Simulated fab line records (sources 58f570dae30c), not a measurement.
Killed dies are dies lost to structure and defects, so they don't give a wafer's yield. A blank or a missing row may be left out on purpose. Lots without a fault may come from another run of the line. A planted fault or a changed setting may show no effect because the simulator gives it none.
Which tool is to blame? + flow berkeleyCmos170 + 15 lots, 45 wafers sampled, at 6 steps of a route of 331

## WHAT EACH GAUGE READ, for each wafer
UCB170_NWELL_OVL_MEAS_12. Usual: for NWELL_OVL the level is 1 nm and the standard deviation is 4.9.
| lot  | measured    | on         | NWELL_OVL (nm) | flag |
|------|-------------|------------|----------------|------|
| L563 | day 2 18:27 | overlay-02 | -4 2 -1        |      |
| L564 | day 2 23:23 | overlay-02 | -1 1 -4        |      |
| L565 | day 2 23:37 | overlay-02 | -1 -6 2        |      |
| L566 | day 3 06:36 | overlay-02 | 0 1 -3         |      |
| L568 | day 3 15:20 | overlay-02 | -8 -2 -1       |      |
| L567 | day 3 15:27 | overlay-01 | -7 -1 1        |      |
| L571 | day 4 08:43 | overlay-01 | 1 -3 9         |      |
| L572 | day 4 13:30 | overlay-01 | -3 0 0         |      |
| L573 | day 4 22:54 | overlay-02 | -2 2 -2        |      |
| L574 | day 4 23:09 | overlay-01 | -2 -4 -2       |      |
| L575 | day 5 03:29 | overlay-01 | -3 1 -9        |      |
| L579 | day 5 20:55 | overlay-02 | 3 0 1          |      |
| L581 | day 6 04:30 | overlay-01 | 0 5 0          |      |
| L583 | day 6 11:20 | overlay-02 | 4 1 0          |      |
| L585 | day 7 05:56 | overlay-02 | -5 -2 5        |      |

UCB170_M3_CD_MEAS_15: the cd target is 700 nm. Usual: cdNm 699.9 nm, standard deviation 1.2.
| lot  | measured     | on       | cdNm (nm)         | flag |
|------|--------------|----------|-------------------|------|
| L563 | day 8 22:53  | cdSem-02 | 701.1 698.9 699.6 |      |
| L564 | day 8 23:01  | cdSem-01 | 698.9 698.8 699.0 |      |
| L565 | day 8 22:38  | cdSem-02 | 699.8 698.4 699.8 |      |
| L566 | day 9 05:29  | cdSem-01 | 700.0 700.0 699.2 |      |
| L568 | day 9 13:43  | cdSem-01 | 699.6 699.3 700.5 |      |
| L567 | day 9 11:20  | cdSem-02 | 699.8 701.0 700.0 |      |
| L571 | day 10 12:55 | cdSem-02 | 698.4 698.8 698.7 |      |
| L572 | day 10 11:26 | cdSem-01 | 699.8 698.4 698.9 |      |
| L573 | day 10 12:58 | cdSem-01 | 699.9 699.6 700.2 |      |
| L574 | day 11 10:06 | cdSem-01 | 701.8 700.6 700.9 |      |
| L575 | day 11 02:29 | cdSem-01 | 699.2 700.1 699.7 |      |
| L579 | day 11 10:42 | cdSem-02 | 699.2 699.5 699.4 |      |
| L581 | day 12 15:08 | cdSem-02 | 699.6 700.2 698.9 |      |
| L583 | day 12 14:53 | cdSem-01 | 699.5 700.6 699.2 |      |
| L585 | day 12 20:51 | cdSem-01 | 699.3 701.2 700.6 |      |

UCB170_M3_CD_MEAS_90: the cd target is 700 nm. Usual: cdNm 701 nm, standard deviation 3.7.
| lot  | measured     | on       | cdNm (nm)   | flag |
|------|--------------|----------|-------------|------|
| L563 | day 8 23:22  | cdSem-02 | 706 696 699 |      |
| L564 | day 8 23:29  | cdSem-01 | 704 696 696 |      |
| L565 | day 8 23:07  | cdSem-02 | 697 702 702 |      |
| L566 | day 9 05:58  | cdSem-02 | 698 701 703 |      |
| L568 | day 9 14:13  | cdSem-01 | 697 697 701 |      |
| L567 | day 9 11:53  | cdSem-02 | 703 696 701 |      |
| L571 | day 10 13:23 | cdSem-01 | - - -       | OFF  |
| L572 | day 10 11:55 | cdSem-02 | - - -       | OFF  |
| L573 | day 10 13:27 | cdSem-02 | - - -       | OFF  |
| L574 | day 11 10:35 | cdSem-01 | 699 699 698 |      |
| L575 | day 11 02:58 | cdSem-02 | 694 706 695 |      |
| L579 | day 11 11:11 | cdSem-02 | 703 704 703 |      |
| L581 | day 12 15:37 | cdSem-02 | 703 702 702 |      |
| L583 | day 12 15:33 | cdSem-01 | 702 701 703 |      |
| L585 | day 12 21:31 | cdSem-02 | 707 707 708 |      |

## WHAT TOOL EACH LOT RAN ON (gives the tool, then ch and the chambers of the sampled wafers, and finally the start)
| lot  | UCB170_PWELL_STRIP_16              | UCB170_M3_METAL_ETCH_18          | UCB170_M3_STRIP_19                  |
|------|------------------------------------|----------------------------------|-------------------------------------|
| L563 | plasmaAsher-01 ch 0,1, day 3 14:26 | rieMetal-02 ch 0,1, day 8 23:05  | plasmaAsher-02 ch 0,1, day 8 23:16  |
| L564 | plasmaAsher-01 ch 0,1, day 3 17:35 | rieMetal-04 ch 0,1, day 8 23:14  | plasmaAsher-01 ch 0,1, day 8 23:23  |
| L565 | plasmaAsher-01 ch 0,1, day 3 17:48 | rieMetal-04 ch 0,1, day 8 22:49  | plasmaAsher-01 ch 0, day 8 22:59    |
| L566 | plasmaAsher-04 ch 0,1, day 4 00:34 | rieMetal-03 ch 0,1, day 9 05:40  | plasmaAsher-01 ch 0,1, day 9 05:52  |
| L568 | plasmaAsher-01 ch 0,1, day 4 18:36 | rieMetal-03 ch 0,1, day 9 13:54  | plasmaAsher-01 ch 1, day 9 14:05    |
| L567 | plasmaAsher-01 ch 0,1, day 4 18:56 | rieMetal-02 ch 0,1, day 9 11:32  | plasmaAsher-04 ch 0,1, day 9 11:47  |
| L571 | plasmaAsher-02 ch 0,1, day 5 02:27 | rieMetal-02 ch 0,1, day 10 13:08 | plasmaAsher-02 ch 0,1, day 10 13:17 |
| L572 | plasmaAsher-02 ch 0,1, day 5 03:40 | rieMetal-04 ch 1, day 10 11:37   | plasmaAsher-02 ch 0,1, day 10 11:48 |
| L573 | plasmaAsher-01 ch 0,1, day 5 19:57 | rieMetal-03 ch 0, day 10 13:10   | plasmaAsher-04 ch 1, day 10 13:21   |
| L574 | plasmaAsher-04 ch 0,1, day 5 20:21 | rieMetal-02 ch 0, day 11 10:17   | plasmaAsher-04 ch 0, day 11 10:28   |
| L575 | plasmaAsher-02 ch 0,1, day 6 03:49 | rieMetal-02 ch 0,1, day 11 02:41 | plasmaAsher-02 ch 0,1, day 11 02:52 |
| L579 | plasmaAsher-04 ch 0,1, day 6 11:04 | rieMetal-03 ch 0,1, day 11 10:55 | plasmaAsher-04 ch 0,1, day 11 11:05 |
| L581 | plasmaAsher-02 ch 0,1, day 7 03:10 | rieMetal-02 ch 0,1, day 12 15:20 | plasmaAsher-01 ch 0,1, day 12 15:31 |
| L583 | plasmaAsher-02 ch 0, day 7 08:26   | rieMetal-03 ch 1, day 12 15:07   | plasmaAsher-04 ch 0,1, day 12 15:26 |
| L585 | plasmaAsher-02 ch 0,1, day 8 00:49 | rieMetal-03 ch 1, day 12 21:02   | plasmaAsher-01 ch 0,1, day 12 21:25 |
- UCB170_PWELL_STRIP_16: strips in O2.
- UCB170_M3_METAL_ETCH_18: etches Al in Cl2/BCl3, stops on SiO2, target depth 1170 nm, time 195 s.
- UCB170_M3_STRIP_19: strips in O2.

## WHAT THE TOOLS THEMSELVES READ (means of the sampled wafers that have a number; where no wafer has one, the mark that the record gives instead)
UCB170_PWELL_STRIP_16. Usual: drypumpMotorCurrentA 5.5 A, standard deviation 0.58; o2FlowSccm 399.9 sccm, standard deviation 1.1; oesProductAu 0.721 a.u., standard deviation 0.0046; stripTimeToEndpointS 18.06 s, standard deviation 0.12.
| lot  | tool           | drypumpMotorCurrentA (A) | o2FlowSccm (sccm) | oesProductAu (a.u.) | stripTimeToEndpointS (s) | flag |
|------|----------------|--------------------------|-------------------|---------------------|--------------------------|------|
| L563 | plasmaAsher-01 | 5.1                      | 399.0             | 0.721               | 18.11                    |      |
| L564 | plasmaAsher-01 | 4.8                      | 399.5             | 0.718               | 18.08                    |      |
| L565 | plasmaAsher-01 | 5.0                      | 400.0             | 0.717               | 18.03                    |      |
| L566 | plasmaAsher-04 | 5.9                      | 400.0             | 0.717               | 18.18                    |      |
| L568 | plasmaAsher-01 | 5.0                      | 399.4             | 0.726               | 18.04                    |      |
| L567 | plasmaAsher-01 | 4.8                      | 400.7             | 0.720               | 18.13                    |      |
| L571 | plasmaAsher-02 | 5.9                      | 398.8             | 0.726               | 18.00                    |      |
| L572 | plasmaAsher-02 | 5.9                      | 400.0             | 0.720               | 18.17                    |      |
| L573 | plasmaAsher-01 | 5.1                      | 399.9             | 0.721               | 18.05                    |      |
| L574 | plasmaAsher-04 | 5.9                      | 399.9             | 0.722               | 18.03                    |      |
| L575 | plasmaAsher-02 | 5.9                      | 399.9             | 0.722               | 18.07                    |      |
| L579 | plasmaAsher-04 | 5.9                      | 401.0             | 0.718               | 18.04                    |      |
| L581 | plasmaAsher-02 | 5.9                      | 399.7             | 0.721               | 18.04                    |      |
| L583 | plasmaAsher-02 | 5.8                      | 400.2             | 0.720               | 18.09                    |      |
| L585 | plasmaAsher-02 | 5.9                      | 399.3             | 0.721               | 18.08                    |      |

UCB170_M3_METAL_ETCH_18. Usual: bcl3FlowSccm 45.03 sccm, standard deviation 0.14; biasW 120.0 W, standard deviation 0.35; drypumpMotorCurrentA 5.46 A, standard deviation 0.21; oesProductAu 0.848 a.u., standard deviation 0.014; throttleValvePct 24.4 %, standard deviation 0.3.
| lot  | tool        | bcl3FlowSccm (sccm) | biasW (W) | drypumpMotorCurrentA (A) | oesProductAu (a.u.) | throttleValvePct (%) | flag |
|------|-------------|---------------------|-----------|--------------------------|---------------------|----------------------|------|
| L563 | rieMetal-02 | 45.02               | 120.0     | 5.75                     | 0.847               | 24.4                 |      |
| L564 | rieMetal-04 | 45.07               | 120.0     | 5.20                     | 0.841               | 24.2                 |      |
| L565 | rieMetal-04 | 45.00               | 119.5     | 5.23                     | 0.863               | 24.5                 |      |
| L566 | rieMetal-03 | 45.05               | 119.9     | 5.40                     | 0.836               | 24.3                 |      |
| L568 | rieMetal-03 | 45.06               | 119.8     | 5.41                     | 0.853               | 24.5                 |      |
| L567 | rieMetal-02 | 45.30               | 120.5     | 5.69                     | 0.843               | 24.5                 |      |
| L571 | rieMetal-02 | -                   | -         | -                        | -                   | -                    | OFF  |
| L572 | rieMetal-04 | -                   | -         | -                        | -                   | -                    | OFF  |
| L573 | rieMetal-03 | -                   | -         | -                        | -                   | -                    | OFF  |
| L574 | rieMetal-02 | 45.10               | 120.0     | 5.82                     | 0.845               | 24.3                 |      |
| L575 | rieMetal-02 | 44.95               | 120.4     | 5.76                     | 0.839               | 24.4                 |      |
| L579 | rieMetal-03 | 45.00               | 119.9     | 5.42                     | 0.854               | 24.5                 |      |
| L581 | rieMetal-02 | 44.99               | 120.1     | 5.72                     | 0.846               | 24.5                 |      |
| L583 | rieMetal-03 | 45.03               | 120.2     | 5.42                     | 0.856               | 24.6                 |      |
| L585 | rieMetal-03 | 44.99               | 119.8     | 5.43                     | 0.854               | 24.6                 |      |

UCB170_M3_STRIP_19. Usual: drypumpMotorCurrentA 5.6 A, standard deviation 0.56; o2FlowSccm 400.0 sccm, standard deviation 1.9; oesProductAu 0.542 a.u., standard deviation 0.018.
| lot  | tool           | drypumpMotorCurrentA (A) | o2FlowSccm (sccm) | oesProductAu (a.u.) | flag |
|------|----------------|--------------------------|-------------------|---------------------|------|
| L563 | plasmaAsher-02 | 5.9                      | 399.7             | 0.527               |      |
| L564 | plasmaAsher-01 | 4.8                      | 400.8             | 0.555               |      |
| L565 | plasmaAsher-01 | 5.3                      | 398.7             | 0.552               |      |
| L566 | plasmaAsher-01 | 4.8                      | 399.1             | 0.550               |      |
| L568 | plasmaAsher-01 | 4.6                      | 399.4             | 0.539               |      |
| L567 | plasmaAsher-04 | 6.2                      | 401.2             | 0.523               |      |
| L571 | plasmaAsher-02 | 5.9                      | 400.3             | 0.724               | OFF  |
| L572 | plasmaAsher-02 | 5.9                      | 399.8             | 0.727               | OFF  |
| L573 | plasmaAsher-04 | 6.4                      | 401.0             | 0.724               | OFF  |
| L574 | plasmaAsher-04 | 5.7                      | 399.4             | 0.501               |      |
| L575 | plasmaAsher-02 | 5.9                      | 394.6             | 0.515               |      |
| L579 | plasmaAsher-04 | 5.9                      | 400.4             | 0.546               |      |
| L581 | plasmaAsher-01 | 4.8                      | 400.3             | 0.523               |      |
| L583 | plasmaAsher-04 | 6.2                      | 399.4             | 0.549               |      |
| L585 | plasmaAsher-01 | 5.0                      | 400.5             | 0.546               |      |

## THE ANSWER, worked out from the rows above alone
Rule: a lot is off if the mean of its wafers that have a number lies more than 3 standard deviations from the usual mean. A lot without any number at a reading at which 4 lots or more have one is off too. All remaining lots with rows at the step are treated as sound. First the gauges in route order, then the tools' own readings, where a lot's mean is used as printed above. At the first step where some lot is off, the reading lying furthest off is the one used; lots without a number count as furthest.
Off: L571, L572, L573, at UCB170_M3_CD_MEAS_90 (cdNm). Without a number there: L571, L572, L573.
If a tool, at a process step before that reading, ran all the lots that are off and no sound lot after the first of them, it fits. Not tried: the gauges at UCB170_M3_CD_MEAS_90; whatever is off there is also off at UCB170_M3_METAL_ETCH_18, on other tools, and gauge error can't account for it. Of those tried, none fits.

## WHAT THE SIMULATOR HAD PUT IN
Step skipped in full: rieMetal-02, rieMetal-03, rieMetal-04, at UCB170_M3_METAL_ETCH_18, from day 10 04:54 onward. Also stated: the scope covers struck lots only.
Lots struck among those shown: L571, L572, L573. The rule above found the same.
